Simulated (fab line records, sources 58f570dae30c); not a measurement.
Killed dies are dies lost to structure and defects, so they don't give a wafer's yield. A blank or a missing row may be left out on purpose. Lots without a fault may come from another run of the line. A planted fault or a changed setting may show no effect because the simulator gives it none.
Which tool did it? | flow berkeley_cmos170 | 8 lots, 24 wafers sampled, at 2 steps of a route of 331

WHAT THE GAUGES READ, wafer by wafer
UCB170_GATE_OVL_MEAS_13.
lot  | measured     | on         | GATE_OVL (nm)
L335 | day 6 00:07  | overlay-01 | -3 -2 2
L337 | day 6 06:26  | overlay-02 | 1 5 10
L340 | day 6 13:47  | overlay-02 | 9 9 8
L343 | day 7 07:50  | overlay-02 | 11 14 17
L345 | day 8 02:41  | overlay-01 | -133 -130 -128
L347 | day 8 11:27  | overlay-01 | -126 -121 -129
L350 | day 9 05:59  | overlay-02 | -120 -120 -130
L355 | day 10 05:41 | overlay-02 | 14 10 13

WHICH TOOL RAN EACH LOT (tool, then ch and the chambers of the sampled wafers, then the start)
lot  | UCB170_GATE_EXPOSE_09
L335 | krf_scanner-02 ch 0, day 5 23:01
L337 | krf_scanner-02 ch 0, day 6 05:56
L340 | krf_scanner-02 ch 0, day 6 13:16
L343 | krf_scanner-02 ch 0, day 7 07:20
L345 | krf_scanner-01 ch 0, day 8 02:10
L347 | krf_scanner-01 ch 0, day 8 10:55
L350 | krf_scanner-01 ch 0, day 9 05:27
L355 | krf_scanner-02 ch 0, day 10 05:11
- UCB170_GATE_EXPOSE_09: exposes mask POLY, target cd 350 nm.

THE ANSWER, worked out from the rows above alone
Rule: what is usual is taken from the lots themselves. Put in order of their means at a reading, lots are off if they are a third of the lots or fewer, leave a main group of 4 or more, and stand apart from it by a gap of 3 or more times the standard deviation of the main group's means; of several such gaps the widest counts. A main group whose means are all the same, to the digits that the tables above print for the reading, isn't used. A lot without any number at a reading at which 4 lots or more have one is off too. The other lots that the step has rows for count as sound.
No lot is off at any reading shown: from this, nothing can be told.

WHAT THE SIMULATOR HAD PUT IN
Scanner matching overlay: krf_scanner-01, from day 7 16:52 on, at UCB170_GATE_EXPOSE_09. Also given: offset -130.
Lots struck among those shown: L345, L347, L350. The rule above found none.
